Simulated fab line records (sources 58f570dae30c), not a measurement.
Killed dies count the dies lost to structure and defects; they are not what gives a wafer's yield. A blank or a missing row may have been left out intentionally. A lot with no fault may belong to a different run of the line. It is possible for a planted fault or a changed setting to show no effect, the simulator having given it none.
fab line records || flow berkeleyCmos170
record {"lots": 6, "wafers": 18, "lastDay": 12}
route steps=331 shown M3@314
lots with no fault: from the same line, run without faults
startH: start of the lot's first displayed wafer, in hours after the record's first day || waitH: hours from the lot's prior step to this one || " the same as in the row above || L1.1+2: a row that stands for several wafers || - no value, or no start was given || * or withheld: withheld || < > ~ a bound
route shown NAME@n: NAME is a module with steps in the file, n the number in the route of the first one || usual: mean/standard deviation of fault-free wafers || same: alike in all rows || chamber/n: place in a boat || sites: readings site by site || _std_site: standard deviation across them || _edge_site: outer sites' mean less inner sites' || radiusMm: how far each site lies from the wafer's centre || mask NAME#n: copy n || behind: tool/chamber where the wafer was last shaped || hold: cause of the lot's hold/its duration in hours/its outcome || device: the n, p or np transistor that did not switch || end of line: tests run on the same wafers once the route is complete || a step given without rows: its recipe and nothing more || killed: at the first sort, the dies lost to defects and structure; wafer yield is something else || map: per-die view of a wafer (x killed, . not killed, _ where there is no die)
set.NAME: setting as actually run; set.NAME@STEP: the setting as run at that earlier step || model.NAME: the simulator's own value behind a step, which no gauge read
lots at selected steps of the route; one table per step, one row per wafer
services: from which hour (startH, from the record's first day; less than 0 if before it) a tool's chamber was out of use, for how many hours, and why
## steps
# step UCB170_M3_COAT_05
# recipe {"resist": "KrF", "spinRpm": 1500, "resistThkNm": 900}
# step UCB170_M3_SOFTBAKE_06
# recipe {"resist": "KrF", "tempC": 130, "timeS": 60}
# step UCB170_M3_STRIP_07
# recipe {"chemistry": "O2", "powerW": 400, "pressureMtorr": 3500, "platenTempC": "withheld", "o2FlowSccm": 400, "overashFraction": 0.5}
# usual {"drypumpMotorCurrentA": "5.97/0.29", "oesProductAu": "0.735/0.0046", "stripTimeToEndpointS": "21.99/0.054"}
{"lot.wafer": "L890.1", "tool": "plasmaAsher-04", "chamber": 1, "startH": 199.85, "waitH": 0.1, "drypumpMotorCurrentA": 6.17, "oesProductAu": 0.736, "rfHoursCounterH": 52, "stripTimeToEndpointS": 21.92}
{"lot.wafer": "L890.3", "tool": "plasmaAsher-04", "chamber": 1, "startH": 199.85, "waitH": 0.1, "drypumpMotorCurrentA": 6.17, "oesProductAu": 0.733, "rfHoursCounterH": "-", "stripTimeToEndpointS": 21.92}
{"lot.wafer": "L890.6", "tool": "plasmaAsher-04", "chamber": 0, "startH": 199.85, "waitH": 0.1, "drypumpMotorCurrentA": 6.08, "oesProductAu": 0.731, "rfHoursCounterH": "-", "stripTimeToEndpointS": 21.93}
{"lot.wafer": "L893.2", "tool": "plasmaAsher-04", "chamber": 0, "startH": 214.41, "waitH": 0.1, "drypumpMotorCurrentA": 6.07, "oesProductAu": 0.742, "rfHoursCounterH": 54, "stripTimeToEndpointS": 22.00}
{"lot.wafer": "L893.4", "tool": "plasmaAsher-04", "chamber": 0, "startH": 214.41, "waitH": 0.1, "drypumpMotorCurrentA": 6.09, "oesProductAu": 0.723, "rfHoursCounterH": "-", "stripTimeToEndpointS": 21.99}
{"lot.wafer": "L893.5", "tool": "plasmaAsher-04", "chamber": 1, "startH": 214.41, "waitH": 0.1, "drypumpMotorCurrentA": 6.15, "oesProductAu": 0.737, "rfHoursCounterH": "-", "stripTimeToEndpointS": 22.01}
{"lot.wafer": "L903.3", "tool": "plasmaAsher-01", "chamber": 0, "startH": 263.46, "waitH": 0.1, "drypumpMotorCurrentA": 5.53, "oesProductAu": 0.743, "rfHoursCounterH": "-", "stripTimeToEndpointS": 21.93}
{"lot.wafer": "L903.4", "tool": "plasmaAsher-01", "chamber": 1, "startH": 263.46, "waitH": 0.1, "drypumpMotorCurrentA": 5.88, "oesProductAu": 0.735, "rfHoursCounterH": "-", "stripTimeToEndpointS": 21.92}
{"lot.wafer": "L903.6", "tool": "plasmaAsher-01", "chamber": 1, "startH": 263.46, "waitH": 0.1, "drypumpMotorCurrentA": 5.86, "oesProductAu": 0.737, "rfHoursCounterH": "-", "stripTimeToEndpointS": 21.91}
{"lot.wafer": "L904.4", "tool": "plasmaAsher-01", "chamber": 1, "startH": 264.15, "waitH": 0.1, "drypumpMotorCurrentA": 5.85, "oesProductAu": 0.729, "rfHoursCounterH": "-", "stripTimeToEndpointS": 22.01}
{"lot.wafer": "L904.5", "tool": "plasmaAsher-01", "chamber": 1, "startH": 264.15, "waitH": 0.1, "drypumpMotorCurrentA": 5.84, "oesProductAu": 0.739, "rfHoursCounterH": "-", "stripTimeToEndpointS": 22.04}
{"lot.wafer": "L904.6", "tool": "plasmaAsher-01", "chamber": 0, "startH": 264.15, "waitH": 0.1, "drypumpMotorCurrentA": 5.52, "oesProductAu": 0.739, "rfHoursCounterH": "-", "stripTimeToEndpointS": 22.03}
{"lot.wafer": "L906.3", "tool": "plasmaAsher-01", "chamber": 0, "startH": 275.99, "waitH": 0.1, "drypumpMotorCurrentA": 5.55, "oesProductAu": 0.728, "rfHoursCounterH": "-", "stripTimeToEndpointS": 21.95}
{"lot.wafer": "L906.5", "tool": "plasmaAsher-01", "chamber": 0, "startH": 275.99, "waitH": 0.1, "drypumpMotorCurrentA": 5.55, "oesProductAu": 0.738, "rfHoursCounterH": "-", "stripTimeToEndpointS": 21.96}
{"lot.wafer": "L906.6", "tool": "plasmaAsher-01", "chamber": 1, "startH": 275.99, "waitH": 0.1, "drypumpMotorCurrentA": 5.83, "oesProductAu": 0.739, "rfHoursCounterH": "-", "stripTimeToEndpointS": 21.99}
{"lot.wafer": "L907.2", "tool": "plasmaAsher-01", "chamber": 0, "startH": 277.18, "waitH": 0.1, "drypumpMotorCurrentA": 5.54, "oesProductAu": 0.732, "rfHoursCounterH": 59, "stripTimeToEndpointS": 21.91}
{"lot.wafer": "L907.4", "tool": "plasmaAsher-01", "chamber": 1, "startH": 277.18, "waitH": 0.1, "drypumpMotorCurrentA": 5.85, "oesProductAu": 0.742, "rfHoursCounterH": "-", "stripTimeToEndpointS": 21.97}
{"lot.wafer": "L907.6", "tool": "plasmaAsher-01", "chamber": 0, "startH": 277.18, "waitH": 0.1, "drypumpMotorCurrentA": 5.53, "oesProductAu": 0.730, "rfHoursCounterH": "-", "stripTimeToEndpointS": 21.95}
# step UCB170_M3_STRIP_08
# recipe {"chemistry": "DMSO", "tempC": 80, "timeS": 600, "material": "KrF"}
# step UCB170_M3_COAT_09
# recipe {"resist": "BARC", "tempC": "withheld", "timeS": "withheld", "spinRpm": 3000, "resistThkNm": "withheld"}
# step UCB170_M3_COAT_10
# recipe {"resist": "KrF", "spinRpm": 1500, "resistThkNm": 900}
# step UCB170_M3_SOFTBAKE_11
# recipe {"resist": "KrF", "tempC": 130, "timeS": 60}
# step UCB170_M3_EXPOSE_12
# recipe {"maskId": "METAL3", "targetCdNm": 700, "na": 0.5, "sigmaOuter": 0.6, "sourceShape": "conventional", "doseMj": 26}
# step UCB170_M3_PEB_13
# recipe {"pebTempC": 130, "pebTimeS": "withheld", "resist": "KrF"}
# step UCB170_M3_DEVELOP_14
# recipe {"developer": "TMAH", "developTimeS": 45, "resist": "KrF", "devTempC": 21}
# step UCB170_M3_CD_MEAS_15
# recipe {"targetCdNm": 700}
# usual {"cdNm": "699.8/1.3"}
{"lot.wafer": "L890.1", "tool": "cdSem-02", "chamber": "-", "startH": 201.09, "waitH": "-", "cdNm": 700.1}
{"lot.wafer": "L890.3", "tool": "cdSem-02", "chamber": "-", "startH": 201.09, "waitH": "-", "cdNm": 701.2}
{"lot.wafer": "L890.6", "tool": "cdSem-02", "chamber": "-", "startH": 201.09, "waitH": "-", "cdNm": 700.9}
{"lot.wafer": "L893.2", "tool": "cdSem-01", "chamber": "-", "startH": 217.33, "waitH": "-", "cdNm": 699.0}
{"lot.wafer": "L893.4", "tool": "cdSem-01", "chamber": "-", "startH": 217.33, "waitH": "-", "cdNm": 697.9}
{"lot.wafer": "L893.5", "tool": "cdSem-01", "chamber": "-", "startH": 217.33, "waitH": "-", "cdNm": 698.7}
{"lot.wafer": "L903.3", "tool": "cdSem-01", "chamber": "-", "startH": 264.81, "waitH": "-", "cdNm": 701.0}
{"lot.wafer": "L903.4", "tool": "cdSem-01", "chamber": "-", "startH": 264.81, "waitH": "-", "cdNm": 700.7}
{"lot.wafer": "L903.6", "tool": "cdSem-01", "chamber": "-", "startH": 264.81, "waitH": "-", "cdNm": 700.0}
{"lot.wafer": "L904.4", "tool": "cdSem-01", "chamber": "-", "startH": 265.44, "waitH": "-", "cdNm": 698.1}
{"lot.wafer": "L904.5", "tool": "cdSem-01", "chamber": "-", "startH": 265.44, "waitH": "-", "cdNm": 697.8}
{"lot.wafer": "L904.6", "tool": "cdSem-01", "chamber": "-", "startH": 265.44, "waitH": "-", "cdNm": 698.6}
{"lot.wafer": "L906.3", "tool": "cdSem-02", "chamber": "-", "startH": 277.24, "waitH": "-", "cdNm": 699.8}
{"lot.wafer": "L906.5", "tool": "cdSem-02", "chamber": "-", "startH": 277.24, "waitH": "-", "cdNm": 698.8}
{"lot.wafer": "L906.6", "tool": "cdSem-02", "chamber": "-", "startH": 277.24, "waitH": "-", "cdNm": 699.3}
{"lot.wafer": "L907.2", "tool": "cdSem-01", "chamber": "-", "startH": 279.07, "waitH": "-", "cdNm": 699.2}
{"lot.wafer": "L907.4", "tool": "cdSem-01", "chamber": "-", "startH": 279.07, "waitH": "-", "cdNm": 699.8}
{"lot.wafer": "L907.6", "tool": "cdSem-01", "chamber": "-", "startH": 279.07, "waitH": "-", "cdNm": 698.9}
# step UCB170_M3_OVL_MEAS_16
# usual {"M3_OVL": "-2/4.8"}
{"lot.wafer": "L890.1", "tool": "overlay-01", "chamber": "-", "startH": 201.21, "waitH": 0.1, "M3_OVL[nm]": -7}
{"lot.wafer": "L890.3", "tool": "overlay-01", "chamber": "-", "startH": 201.21, "waitH": 0.1, "M3_OVL[nm]": -3}
{"lot.wafer": "L890.6", "tool": "overlay-01", "chamber": "-", "startH": 201.21, "waitH": 0.1, "M3_OVL[nm]": -2}
{"lot.wafer": "L893.2", "tool": "overlay-01", "chamber": "-", "startH": 217.43, "waitH": 0.1, "M3_OVL[nm]": -2}
{"lot.wafer": "L893.4", "tool": "overlay-01", "chamber": "-", "startH": 217.43, "waitH": 0.1, "M3_OVL[nm]": 1}
{"lot.wafer": "L893.5", "tool": "overlay-01", "chamber": "-", "startH": 217.43, "waitH": 0.1, "M3_OVL[nm]": 2}
{"lot.wafer": "L903.3", "tool": "overlay-01", "chamber": "-", "startH": 264.90, "waitH": 0.1, "M3_OVL[nm]": 1}
{"lot.wafer": "L903.4", "tool": "overlay-01", "chamber": "-", "startH": 264.90, "waitH": 0.1, "M3_OVL[nm]": -4}
{"lot.wafer": "L903.6", "tool": "overlay-01", "chamber": "-", "startH": 264.90, "waitH": 0.1, "M3_OVL[nm]": -6}
{"lot.wafer": "L904.4", "tool": "overlay-01", "chamber": "-", "startH": 265.51, "waitH": 0.1, "M3_OVL[nm]": -1}
{"lot.wafer": "L904.5", "tool": "overlay-01", "chamber": "-", "startH": 265.51, "waitH": 0.1, "M3_OVL[nm]": 4}
{"lot.wafer": "L904.6", "tool": "overlay-01", "chamber": "-", "startH": 265.51, "waitH": 0.1, "M3_OVL[nm]": 4}
{"lot.wafer": "L906.3", "tool": "overlay-01", "chamber": "-", "startH": 277.33, "waitH": 0.1, "M3_OVL[nm]": 0}
{"lot.wafer": "L906.5", "tool": "overlay-01", "chamber": "-", "startH": 277.33, "waitH": 0.1, "M3_OVL[nm]": -1}
{"lot.wafer": "L906.6", "tool": "overlay-01", "chamber": "-", "startH": 277.33, "waitH": 0.1, "M3_OVL[nm]": -7}
{"lot.wafer": "L907.2", "tool": "overlay-01", "chamber": "-", "startH": 279.17, "waitH": 0.1, "M3_OVL[nm]": 0}
{"lot.wafer": "L907.4", "tool": "overlay-01", "chamber": "-", "startH": 279.17, "waitH": 0.1, "M3_OVL[nm]": -2}
{"lot.wafer": "L907.6", "tool": "overlay-01", "chamber": "-", "startH": 279.17, "waitH": 0.1, "M3_OVL[nm]": -1}
# step UCB170_M3_ETCH_17
# recipe {"chemistry": "N2/H2", "targetDepthA": "withheld", "overetchA": "withheld", "target": "BARC", "timeS": "withheld", "sourceW": 500, "biasW": 100, "pressureMtorr": 30, "n2FlowSccm": 100, "h2FlowSccm": 200}
# usual {"drypumpMotorCurrentA": "5.8/0.49", "oesProductAu": "0.991/0.024", "throttleValvePct": "13.29/0.19"}
{"lot.wafer": "L890.1", "tool": "rieDiel-01", "chamber": 1, "startH": 201.24, "waitH": 0.0, "drypumpMotorCurrentA": 5.3, "oesProductAu": 1.016, "throttleValvePct": 13.08}
{"lot.wafer": "L890.3", "tool": "rieDiel-01", "chamber": 0, "startH": 201.24, "waitH": 0.0, "drypumpMotorCurrentA": 6.5, "oesProductAu": 1.020, "throttleValvePct": 13.33}
{"lot.wafer": "L890.6", "tool": "rieDiel-01", "chamber": 1, "startH": 201.24, "waitH": 0.0, "drypumpMotorCurrentA": 5.3, "oesProductAu": 1.019, "throttleValvePct": 13.06}
{"lot.wafer": "L893.2", "tool": "rieDiel-02", "chamber": 3, "startH": 217.46, "waitH": 0.0, "drypumpMotorCurrentA": 5.6, "oesProductAu": 0.990, "throttleValvePct": 13.19}
{"lot.wafer": "L893.4", "tool": "rieDiel-02", "chamber": 2, "startH": 217.46, "waitH": 0.0, "drypumpMotorCurrentA": 5.4, "oesProductAu": 0.975, "throttleValvePct": 13.45}
{"lot.wafer": "L893.5", "tool": "rieDiel-02", "chamber": 1, "startH": 217.46, "waitH": 0.0, "drypumpMotorCurrentA": 5.5, "oesProductAu": 1.022, "throttleValvePct": 13.34}
{"lot.wafer": "L903.3", "tool": "rieDiel-02", "chamber": 0, "startH": 264.95, "waitH": 0.0, "drypumpMotorCurrentA": 6.3, "oesProductAu": 1.015, "throttleValvePct": 12.88}
{"lot.wafer": "L903.4", "tool": "rieDiel-02", "chamber": 2, "startH": 264.95, "waitH": 0.0, "drypumpMotorCurrentA": 5.5, "oesProductAu": 0.984, "throttleValvePct": 13.45}
{"lot.wafer": "L903.6", "tool": "rieDiel-02", "chamber": 2, "startH": 264.95, "waitH": 0.0, "drypumpMotorCurrentA": 5.5, "oesProductAu": 0.962, "throttleValvePct": 13.44}
{"lot.wafer": "L904.4", "tool": "rieDiel-01", "chamber": 3, "startH": 265.55, "waitH": 0.0, "drypumpMotorCurrentA": 6.0, "oesProductAu": 0.783, "throttleValvePct": 13.45}
{"lot.wafer": "L904.5", "tool": "rieDiel-01", "chamber": 2, "startH": 265.55, "waitH": 0.0, "drypumpMotorCurrentA": 6.1, "oesProductAu": 0.785, "throttleValvePct": 13.16}
{"lot.wafer": "L904.6", "tool": "rieDiel-01", "chamber": 0, "startH": 265.55, "waitH": 0.0, "drypumpMotorCurrentA": 6.5, "oesProductAu": 0.832, "throttleValvePct": 13.41}
{"lot.wafer": "L906.3", "tool": "rieDiel-04", "chamber": 2, "startH": 277.35, "waitH": 0.0, "drypumpMotorCurrentA": 5.0, "oesProductAu": 1.029, "throttleValvePct": 13.29}
{"lot.wafer": "L906.5", "tool": "rieDiel-04", "chamber": 0, "startH": 277.35, "waitH": 0.0, "drypumpMotorCurrentA": 5.1, "oesProductAu": 0.997, "throttleValvePct": 13.19}
{"lot.wafer": "L906.6", "tool": "rieDiel-04", "chamber": 1, "startH": 277.35, "waitH": 0.0, "drypumpMotorCurrentA": 6.4, "oesProductAu": 0.994, "throttleValvePct": 13.21}
{"lot.wafer": "L907.2", "tool": "rieDiel-01", "chamber": 1, "startH": 279.20, "waitH": 0.0, "drypumpMotorCurrentA": 5.3, "oesProductAu": 0.821, "throttleValvePct": 13.05}
{"lot.wafer": "L907.4", "tool": "rieDiel-01", "chamber": 2, "startH": 279.20, "waitH": 0.0, "drypumpMotorCurrentA": 6.0, "oesProductAu": 0.790, "throttleValvePct": 13.19}
{"lot.wafer": "L907.6", "tool": "rieDiel-01", "chamber": 1, "startH": 279.20, "waitH": 0.0, "drypumpMotorCurrentA": 5.3, "oesProductAu": 0.824, "throttleValvePct": 13.06}
# step UCB170_M3_METAL_ETCH_18
# recipe {"chemistry": "Cl2/BCl3", "target": "Al", "stopOn": "SiO2", "pressureMtorr": 12, "targetDepthA": 11700, "overEtchFrac": 0.3, "timeS": 195, "icpW": 600, "biasW": 120, "Cl2_flow_sccm": 90, "bcl3FlowSccm": 45}
# usual {"drypumpMotorCurrentA": "6.0/0.37", "oesProductAu": "0.852/0.015", "throttleValvePct": "24.40/0.14"}
{"lot.wafer": "L890.1", "tool": "rieMetal-03", "chamber": 0, "startH": 201.29, "waitH": "-", "drypumpMotorCurrentA": 6.0, "oesProductAu": 0.840, "rfHoursCounterH": 4.9, "throttleValvePct": 24.55}
{"lot.wafer": "L890.3", "tool": "rieMetal-03", "chamber": 0, "startH": 201.29, "waitH": "-", "drypumpMotorCurrentA": 6.0, "oesProductAu": 0.843, "rfHoursCounterH": "-", "throttleValvePct": 24.57}
{"lot.wafer": "L890.6", "tool": "rieMetal-03", "chamber": 1, "startH": 201.29, "waitH": "-", "drypumpMotorCurrentA": 6.1, "oesProductAu": 0.842, "rfHoursCounterH": "-", "throttleValvePct": 24.47}
{"lot.wafer": "L893.2", "tool": "rieMetal-01", "chamber": 1, "startH": 217.51, "waitH": "-", "drypumpMotorCurrentA": 6.0, "oesProductAu": 0.873, "rfHoursCounterH": 3.2, "throttleValvePct": 24.12}
{"lot.wafer": "L893.4", "tool": "rieMetal-01", "chamber": 0, "startH": 217.51, "waitH": "-", "drypumpMotorCurrentA": 5.7, "oesProductAu": 0.860, "rfHoursCounterH": "-", "throttleValvePct": 24.42}
{"lot.wafer": "L893.5", "tool": "rieMetal-01", "chamber": 0, "startH": 217.51, "waitH": "-", "drypumpMotorCurrentA": 5.7, "oesProductAu": 0.857, "rfHoursCounterH": "-", "throttleValvePct": 24.42}
{"lot.wafer": "L903.3", "tool": "rieMetal-03", "chamber": 1, "startH": 265.05, "waitH": "-", "drypumpMotorCurrentA": 6.2, "oesProductAu": 0.845, "rfHoursCounterH": "-", "throttleValvePct": 24.47}
{"lot.wafer": "L903.4", "tool": "rieMetal-03", "chamber": 0, "startH": 265.05, "waitH": "-", "drypumpMotorCurrentA": 6.0, "oesProductAu": 0.827, "rfHoursCounterH": "-", "throttleValvePct": 24.57}
{"lot.wafer": "L903.6", "tool": "rieMetal-03", "chamber": 1, "startH": 265.05, "waitH": "-", "drypumpMotorCurrentA": 6.1, "oesProductAu": 0.850, "rfHoursCounterH": "-", "throttleValvePct": 24.46}
{"lot.wafer": "L904.4", "tool": "rieMetal-02", "chamber": 1, "startH": 265.64, "waitH": "-", "drypumpMotorCurrentA": 6.5, "oesProductAu": 0.835, "rfHoursCounterH": "-", "throttleValvePct": 24.31}
{"lot.wafer": "L904.5", "tool": "rieMetal-02", "chamber": 1, "startH": 265.64, "waitH": "-", "drypumpMotorCurrentA": 6.5, "oesProductAu": 0.838, "rfHoursCounterH": "-", "throttleValvePct": 24.30}
{"lot.wafer": "L904.6", "tool": "rieMetal-02", "chamber": 0, "startH": 265.64, "waitH": "-", "drypumpMotorCurrentA": 5.4, "oesProductAu": 0.859, "rfHoursCounterH": "-", "throttleValvePct": 24.50}
{"lot.wafer": "L906.3", "tool": "rieMetal-03", "chamber": 0, "startH": 277.46, "waitH": "-", "drypumpMotorCurrentA": 6.0, "oesProductAu": 0.841, "rfHoursCounterH": "-", "throttleValvePct": 24.56}
{"lot.wafer": "L906.5", "tool": "rieMetal-03", "chamber": 1, "startH": 277.46, "waitH": "-", "drypumpMotorCurrentA": 6.1, "oesProductAu": 0.850, "rfHoursCounterH": "-", "throttleValvePct": 24.46}
{"lot.wafer": "L906.6", "tool": "rieMetal-03", "chamber": 0, "startH": 277.46, "waitH": "-", "drypumpMotorCurrentA": 6.0, "oesProductAu": 0.835, "rfHoursCounterH": "-", "throttleValvePct": 24.56}
{"lot.wafer": "L907.2", "tool": "rieMetal-02", "chamber": 0, "startH": 279.24, "waitH": "-", "drypumpMotorCurrentA": 5.4, "oesProductAu": 0.849, "rfHoursCounterH": 9.6, "throttleValvePct": 24.50}
{"lot.wafer": "L907.4", "tool": "rieMetal-02", "chamber": 0, "startH": 279.24, "waitH": "-", "drypumpMotorCurrentA": 5.4, "oesProductAu": 0.858, "rfHoursCounterH": "-", "throttleValvePct": 24.50}
{"lot.wafer": "L907.6", "tool": "rieMetal-02", "chamber": 1, "startH": 279.24, "waitH": "-", "drypumpMotorCurrentA": 6.5, "oesProductAu": 0.838, "rfHoursCounterH": "-", "throttleValvePct": 24.30}
## services
{"tool": "rieDiel-02", "chamber": 1, "startH": 186.83, "hours": "-", "kind": "clean"}
{"tool": "rieDiel-02", "chamber": 1, "startH": 186.83, "hours": 23.1, "kind": "scheduledDown"}
{"tool": "rieDiel-02", "chamber": 1, "startH": 186.83, "hours": 23.1, "kind": "ventCycle"}
{"tool": "rieDiel-01", "chamber": 1, "startH": 188.03, "hours": 9.4, "kind": "repair"}
{"tool": "rieDiel-01", "chamber": 2, "startH": 191.05, "hours": 14.4, "kind": "repair"}
{"tool": "plasmaAsher-01", "chamber": "-", "startH": 199.44, "hours": 0.4, "kind": "repair"}
{"tool": "rieDiel-01", "chamber": 1, "startH": 206.89, "hours": 10.9, "kind": "repair"}
{"tool": "rieDiel-01", "chamber": 0, "startH": 208.76, "hours": 4.3, "kind": "repair"}
{"tool": "plasmaAsher-01", "chamber": "-", "startH": 213.65, "hours": 0.5, "kind": "repair"}
{"tool": "rieDiel-01", "chamber": 0, "startH": 217.74, "hours": "-", "kind": "clean"}
{"tool": "rieDiel-01", "chamber": 0, "startH": 217.74, "hours": 25.3, "kind": "scheduledDown"}
{"tool": "rieDiel-01", "chamber": 0, "startH": 217.74, "hours": 25.3, "kind": "ventCycle"}
{"tool": "rieMetal-02", "chamber": "-", "startH": 218.01, "hours": 0.2, "kind": "repair"}
{"tool": "plasmaAsher-04", "chamber": "-", "startH": 223.04, "hours": 2.1, "kind": "repair"}
{"tool": "rieMetal-03", "chamber": 1, "startH": 225.16, "hours": 3.3, "kind": "repair"}
{"tool": "rieDiel-01", "chamber": "-", "startH": 225.92, "hours": 2.8, "kind": "pm"}
{"tool": "plasmaAsher-04", "chamber": "-", "startH": 229.47, "hours": 14.6, "kind": "pm"}
{"tool": "rieDiel-02", "chamber": 2, "startH": 235.43, "hours": 7.6, "kind": "repair"}
{"tool": "rieDiel-01", "chamber": 1, "startH": 243.08, "hours": "-", "kind": "clean"}
{"tool": "rieDiel-01", "chamber": 1, "startH": 243.08, "hours": 33.9, "kind": "scheduledDown"}
{"tool": "rieDiel-01", "chamber": 1, "startH": 243.08, "hours": 33.9, "kind": "ventCycle"}
{"tool": "rieDiel-04", "chamber": 0, "startH": 247.03, "hours": 5.3, "kind": "repair"}
{"tool": "rieDiel-02", "chamber": 3, "startH": 260.67, "hours": "-", "kind": "clean"}
{"tool": "rieDiel-02", "chamber": 1, "startH": 264.73, "hours": 2.0, "kind": "repair"}
## key
firstSign {"step": "UCB170_M3_ETCH_17", "reading": "oesProductAu", "direction": "down", "sigmas": 7.7, "usual": 0.991, "struck": 0.806}
effect none on later readings
metAt UCB170_M3_ETCH_17
struckWafers L904.4,L904.5,L904.6,L907.2,L907.4,L907.6
sortLeftOut L907.2,L907.4,L907.6
onsetBetween 201.24 265.55
fault {"kind": "processParameterDrift", "tool": "rieDiel-01", "chamber": "-", "onsetH": 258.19, "steps": "UCB170_M3_ETCH_17", "channel": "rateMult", "offset": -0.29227, "shape": "step", "endH": 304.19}
# sortLeftOut: the simulated sort isn't trusted on such a fault, so these wafers' sort isn't shown, and their yield isn't known
